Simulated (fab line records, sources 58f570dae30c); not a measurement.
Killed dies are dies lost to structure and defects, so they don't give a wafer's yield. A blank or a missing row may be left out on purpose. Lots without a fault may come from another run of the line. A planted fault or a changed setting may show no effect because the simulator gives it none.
Which tool did it? | flow berkeley_cmos170 | 15 lots, 45 wafers sampled, at 6 steps of a route of 331

WHAT THE GAUGES READ, wafer by wafer
UCB170_GATE_THK_MEAS_02. Usual: GATE_OXIDE_THK 6.61 nm, standard deviation 0.11.
lot  | measured     | on            | GATE_OXIDE_THK (nm) | flag
L513 | day 6 22:34  | film_metro-03 | 6.71 6.52 6.69      |
L511 | day 6 22:37  | film_metro-02 | 6.52 6.65 6.65      |
L514 | day 7 12:48  | film_metro-03 | 6.65 6.66 6.75      |
L516 | day 7 12:49  | film_metro-01 | 6.68 6.74 6.69      |
L518 | day 8 06:44  | film_metro-01 | 6.74 6.71 6.82      |
L520 | day 8 06:46  | film_metro-02 | 6.62 6.46 6.68      |
L522 | day 9 08:04  | film_metro-01 | 6.67 6.53 6.56      |
L524 | day 9 08:06  | film_metro-03 | 6.69 6.75 6.82      |
L525 | day 9 19:10  | film_metro-02 | 6.53 6.32 6.52      |
L528 | day 10 19:09 | film_metro-02 | 6.52 6.53 6.71      |
L530 | day 10 19:13 | film_metro-02 | 6.76 6.71 6.71      |
L529 | day 10 19:16 | film_metro-02 | 6.63 6.53 6.47      |
L533 | day 11 12:46 | film_metro-03 | 6.71 6.58 6.74      |
L532 | day 11 12:46 | film_metro-02 | 6.36 6.43 6.36      |
L534 | day 11 20:41 | film_metro-01 | 6.63 6.71 6.70      |

UCB170_PLDD_OVL_MEAS_07. Usual: PLDD_OVL 8 nm, standard deviation 4.8.
lot  | measured     | on         | PLDD_OVL (nm) | flag
L513 | day 7 08:34  | overlay-01 | 10 7 9        |
L511 | day 7 09:08  | overlay-01 | 16 13 16      |
L514 | day 7 23:44  | overlay-01 | 8 9 7         |
L516 | day 8 00:45  | overlay-02 | 5 6 2         |
L518 | day 8 18:40  | overlay-02 | 10 9 10       |
L520 | day 8 17:52  | overlay-02 | 2 11 15       |
L522 | day 9 22:10  | overlay-02 | 0 2 4         |
L524 | day 9 21:40  | overlay-01 | 6 6 5         |
L525 | day 10 05:55 | overlay-02 | 10 5 9        |
L528 | day 11 06:29 | overlay-02 | 11 2 1        |
L530 | day 11 07:01 | overlay-02 | 2 5 13        |
L529 | day 11 06:36 | overlay-02 | 3 6 5         |
L533 | day 11 23:25 | overlay-01 | 17 10 12      |
L532 | day 11 23:50 | overlay-02 | 7 10 0        |
L534 | day 12 07:46 | overlay-02 | 9 7 7         |

UCB170_NLDD_TW_MEAS_11. Usual: NLDD_TW 2220, standard deviation 14.
lot  | measured     | on            | NLDD_TW        | flag
L513 | day 7 11:50  | film_metro-04 | 2228 2229 2220 |
L511 | day 7 12:12  | film_metro-03 | 2217 2223 2210 |
L514 | day 8 02:47  | film_metro-03 | 2204 2215 2220 |
L516 | day 8 03:49  | film_metro-04 | 2239 2230 2225 |
L518 | day 8 22:01  | film_metro-03 | 2215 2228 2213 |
L520 | day 8 21:41  | film_metro-03 | 2219 2222 2225 |
L522 | day 10 00:35 | film_metro-04 | 2097 2104 2097 | OFF
L524 | day 9 23:58  | film_metro-01 | 2233 2240 2223 |
L525 | day 10 08:35 | film_metro-01 | 2141 2129 2130 | OFF
L528 | day 11 09:07 | film_metro-01 | 2124 2130 2128 | OFF
L530 | day 11 09:21 | film_metro-03 | 2205 2219 2220 |
L529 | day 11 09:14 | film_metro-03 | 2218 2217 2214 |
L533 | day 12 01:54 | film_metro-04 | 2188 2186 2188 |
L532 | day 12 03:05 | film_metro-03 | 2214 2214 2210 |
L534 | day 12 11:26 | film_metro-03 | 2210 2207 2209 |

UCB170_PSD_OVL_MEAS_07. Usual: PSD_OVL -1 nm, standard deviation 5.4.
lot  | measured     | on         | PSD_OVL (nm) | flag
L513 | day 7 17:46  | overlay-01 | 2 -3 5       |
L511 | day 7 18:29  | overlay-02 | 4 0 7        |
L514 | day 8 09:35  | overlay-01 | -9 -5 -12    |
L516 | day 8 09:45  | overlay-02 | 0 1 5        |
L518 | day 9 08:11  | overlay-02 | 1 8 1        |
L520 | day 9 07:37  | overlay-02 | 7 -7 -2      |
L522 | day 10 09:05 | overlay-02 | -3 -4 -1     |
L524 | day 10 09:07 | overlay-01 | -3 -5 -8     |
L525 | day 10 18:22 | overlay-01 | 5 7 14       |
L528 | day 11 15:57 | overlay-02 | 5 -8 -9      |
L530 | day 11 16:04 | overlay-01 | -7 -6 5      |
L529 | day 11 15:48 | overlay-01 | 1 -5 -3      |
L533 | day 12 10:52 | overlay-01 | 5 -6 8       |
L532 | day 12 10:35 | overlay-01 | -2 8 7       |
L534 | day 12 20:34 | overlay-02 | -6 -1 -6     |

UCB170_SDANNEAL_RS_MEAS_05: measures by four-point-probe. Usual: NLDD_RS 615.8 ohm/sq, standard deviation 1.4.
lot  | measured     | on            | NLDD_RS (ohm/sq)  | flag
L513 | day 7 22:02  | film_metro-01 | 613.5 615.2 614.8 |
L511 | day 7 22:40  | film_metro-04 | 615.4 616.6 617.5 |
L514 | day 8 14:19  | film_metro-04 | 617.7 619.1 618.7 |
L516 | day 8 14:48  | film_metro-01 | 615.4 615.4 615.4 |
L518 | day 9 13:22  | film_metro-01 | 614.7 615.6 614.8 |
L520 | day 9 13:04  | film_metro-03 | 613.1 615.3 613.4 |
L522 | day 10 13:00 | film_metro-03 | 538.8 538.3 537.5 | OFF
L524 | day 10 12:47 | film_metro-04 | 616.3 616.6 615.9 |
L525 | day 11 00:26 | film_metro-04 | 535.5 537.4 536.9 | OFF
L528 | day 11 19:27 | film_metro-04 | 539.0 536.7 537.0 | OFF
L530 | day 11 19:38 | film_metro-01 | 614.5 613.2 614.6 |
L529 | day 11 19:09 | film_metro-03 | 614.4 614.8 615.7 |
L533 | day 12 15:23 | film_metro-03 | 617.7 616.7 618.5 |
L532 | day 12 14:46 | film_metro-01 | 613.7 616.8 616.2 |
L534 | day 13 00:19 | film_metro-03 | 616.4 616.6 616.4 |

WHICH TOOL RAN EACH LOT (tool, then ch and the chambers of the sampled wafers, then the start)
lot  | UCB170_NLDD_IMPLANT_08
L513 | implanter-01 ch 0, day 7 11:26
L511 | implanter-02 ch 0, day 7 11:48
L514 | implanter-02 ch 0, day 8 02:23
L516 | implanter-01 ch 0, day 8 03:26
L518 | implanter-02 ch 0, day 8 21:37
L520 | implanter-02 ch 0, day 8 21:19
L522 | implanter-02 ch 0, day 10 00:11
L524 | implanter-03 ch 0, day 9 23:37
L525 | implanter-02 ch 0, day 10 08:11
L528 | implanter-02 ch 0, day 11 08:43
L530 | implanter-01 ch 0, day 11 08:58
L529 | implanter-03 ch 0, day 11 08:50
L533 | implanter-01 ch 0, day 12 01:30
L532 | implanter-03 ch 0, day 12 02:43
L534 | implanter-03 ch 0, day 12 11:03
- UCB170_NLDD_IMPLANT_08

WHAT THE TOOLS THEMSELVES READ (means of the sampled wafers that have a number; where no wafer has one, the mark that the record gives instead)
UCB170_NLDD_IMPLANT_08. Usual: tilt_deg 6.999 degrees, standard deviation 0.021.
lot  | tool         | tilt_deg (degrees) | flag
L513 | implanter-01 | 6.991              |
L511 | implanter-02 | 7.008              |
L514 | implanter-02 | 7.003              |
L516 | implanter-01 | 6.999              |
L518 | implanter-02 | 6.993              |
L520 | implanter-02 | 7.004              |
L522 | implanter-02 | 0.003              | OFF
L524 | implanter-03 | 7.019              |
L525 | implanter-02 | -0.024             | OFF
L528 | implanter-02 | 0.006              | OFF
L530 | implanter-01 | 6.965              |
L529 | implanter-03 | 7.000              |
L533 | implanter-01 | 7.002              |
L532 | implanter-03 | 7.011              |
L534 | implanter-03 | 6.982              |

THE ANSWER, worked out from the rows above alone
Rule: a lot is off if the mean of its wafers that have a number lies more than 3 standard deviations from the usual mean. A lot without any number at a reading at which 4 lots or more have one is off too. The other lots that the step has rows for count as sound. The gauges are gone through in route order, then the tools' own readings, and for those a lot's mean is taken as printed above. The first step at which some lot is off is used, and at that step the reading that is off furthest; a lot without a number counts as furthest.
Off: L522, L525, L528, at UCB170_NLDD_TW_MEAS_11 (NLDD_TW).
A tool fits if, at a process step before that reading, it ran every lot that is off, and no sound lot after the first of them. The gauges at UCB170_NLDD_TW_MEAS_11 aren't tried: what is off there is off at UCB170_NLDD_IMPLANT_08 too, on other tools, and a gauge's error can't cause that. One fits: implanter-02 at UCB170_NLDD_IMPLANT_08. Its last sound lot is L518 (day 8 21:37), its first lot that is off L522 (day 10 00:11): a fault that began between those two fits.
The tool's own readings at UCB170_NLDD_IMPLANT_08 bear it out: on the lots that are off they differ by more than 5 times the standard deviation of the sound lots' means. tilt_deg reads -0.005 degrees there against 6.998 degrees on the sound lots.

WHAT THE SIMULATOR HAD PUT IN
Process parameter drift: implanter-02, from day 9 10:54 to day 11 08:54, at UCB170_NLDD_IMPLANT_08. Setting tilt_deg, moved by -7, from 7. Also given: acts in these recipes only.
Lots struck among those shown: L522, L525, L528. The rule above found the same.
